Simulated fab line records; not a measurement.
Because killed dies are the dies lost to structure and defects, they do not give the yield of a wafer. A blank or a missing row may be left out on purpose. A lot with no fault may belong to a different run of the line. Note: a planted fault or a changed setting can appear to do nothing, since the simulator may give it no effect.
Comparing a struck lot with a sound one + flow ritCmos + 20 steps out of a route of 202
Sound: these wafers, L732.1, L732.3, L732.5. Wafers L719.1, L719.3, L719.5 were the ones struck. The cause is named last.
Per side, at each step with rows, come the tool, then ch with its chambers, and then its first start. Under that, the readings that differ: sound wafers + struck wafers + difference of the means + sigmas: that difference in standard deviations of wafers without a fault.
alike: readings whose means differ by less than 2 such deviations, and words and numbers that are the same on both sides. not compared: withheld readings, readings that some wafer has no value for, bounds like >300 that may hide the same value, and numbers for which the record gives no deviation and whose values overlap.
The two part at a step that has a row with sigmas, a row that says differs or no value, or rows on one side only. When numbers do not overlap yet have no deviation, they are printed without sigmas and do not part them. A reading missing from all wafers of one side parts the sides only when that side holds two or more wafers.

first, 4 steps without rows for these wafers: RIT_ACTIVE_SOFTBAKE_07 (time 60 s); RIT_ACTIVE_EXPOSE_08 (exposes mask M1, target cd 1400 nm); RIT_ACTIVE_PEB_09; RIT_ACTIVE_DEVELOP_10 (develop time 50 s).
RIT_ACTIVE_CD_MEAS_11: the cd target is 1400 nm.
  sound on cdSem-01, day 5 03:40; struck on cdSem-02, day 2 10:50
  alike: cdNm
then, 1 step without rows for these wafers: RIT_ACTIVE_HARDBAKE_12 (time 60 s).
RIT_ACTIVE_ETCH_13: etches Si3N4 in SF6, stops on SiO2, time 201.2 s, target depth 210 nm.
  sound on rieDiel-01 ch 0,1,3, day 5 03:56; struck on rieDiel-01 ch 0,2,3, day 2 11:06
  alike: drypumpMotorCurrentA, oesProductAu, throttleValvePct
  not compared: rfHoursCounterH
RIT_ACTIVE_STRIP_14: strips in O2, time 180 s.
  sound on plasmaAsher-04 ch 0,1, day 5 04:04; struck on plasmaAsher-02 ch 0, day 2 11:14
  alike: drypumpMotorCurrentA
  not compared: rfHoursCounterH
RIT_ACTIVE_CD_MEAS_90: the cd target is 1400 nm.
  sound on cdSem-02, day 5 04:14; struck on cdSem-02, day 2 11:25
  alike: cdNm
then, 3 steps without rows for these wafers: RIT_ACTIVE_CLEAN_15 (cleans in SC1, time 600 s); RIT_ACTIVE_CLEAN_16 (cleans in dHF, time 30 s); RIT_ACTIVE_CLEAN_17 (cleans in SC2, time 600 s).
RIT_FOX1_OXIDATION_00: target thk 350.7 nm, ox time 1130 s.
  sound on furnace-03 ch 0, day 5 05:50; struck on furnace-03 ch 0, day 2 15:20
  alike: oxTempC, tube_center_temp_C_max
RIT_FOX1_THK_MEAS_01:
  sound on filmMetro-03, day 5 07:08; struck on filmMetro-02, day 2 16:39
| reading             | sound       | struck      | difference | sigmas |
|---------------------|-------------|-------------|------------|--------|
| FOX1_OXIDE_THK (nm) | 345 342 344 | 537 542 541 | +196       | +34    |
RIT_FOX1_WET_ETCH_02: etches SiO2 in BOE, target depth 350 nm, time 390 s.
  sound on wetBench-03 ch 2, day 5 07:12; struck on wetBench-02 ch 2, day 2 16:43
| reading                                 | sound             | struck            | difference | sigmas |
|-----------------------------------------|-------------------|-------------------|------------|--------|
| model.Si3N4_of_ACTIVE_CVD_03.thkNm (nm) | 137.4 136.8 138.2 | 134.2 133.1 133.7 | -3.8       |        |
then, 1 step without rows for these wafers: RIT_FOX2_OXIDATION_00 (target thk 350.7 nm, ox time 1130 s).
RIT_FOX2_THK_MEAS_01:
  sound on filmMetro-04, day 5 08:38; struck on filmMetro-01, day 2 18:20
  alike: FOX2_OXIDE_THK
RIT_FOX2_CLEAN_02: cleans in dHF, time 180 s.
  sound on wetBench-04 ch 3, day 5 08:41; struck on wetBench-04 ch 1, day 2 18:24
| reading                                 | sound             | struck          | difference | sigmas |
|-----------------------------------------|-------------------|-----------------|------------|--------|
| model.Si3N4_of_ACTIVE_CVD_03.thkNm (nm) | 130.4 129.8 131.2 | 127.2 126 126.7 | -3.8       |        |
then, 1 step without rows for these wafers: RIT_FOX2_WET_ETCH_03 (etches Si3N4 in H3PO4, target depth 195 nm, time 2700 s).
RIT_M1_PROBE_99:
  the record has rows for the struck wafers here (prober-01, day 4 15:40) and none for the sound ones

## WHERE THEY PART
At RIT_FOX1_THK_MEAS_01 first; at RIT_M1_PROBE_99 last (within this record only).

WHY: the cause the simulator had injected
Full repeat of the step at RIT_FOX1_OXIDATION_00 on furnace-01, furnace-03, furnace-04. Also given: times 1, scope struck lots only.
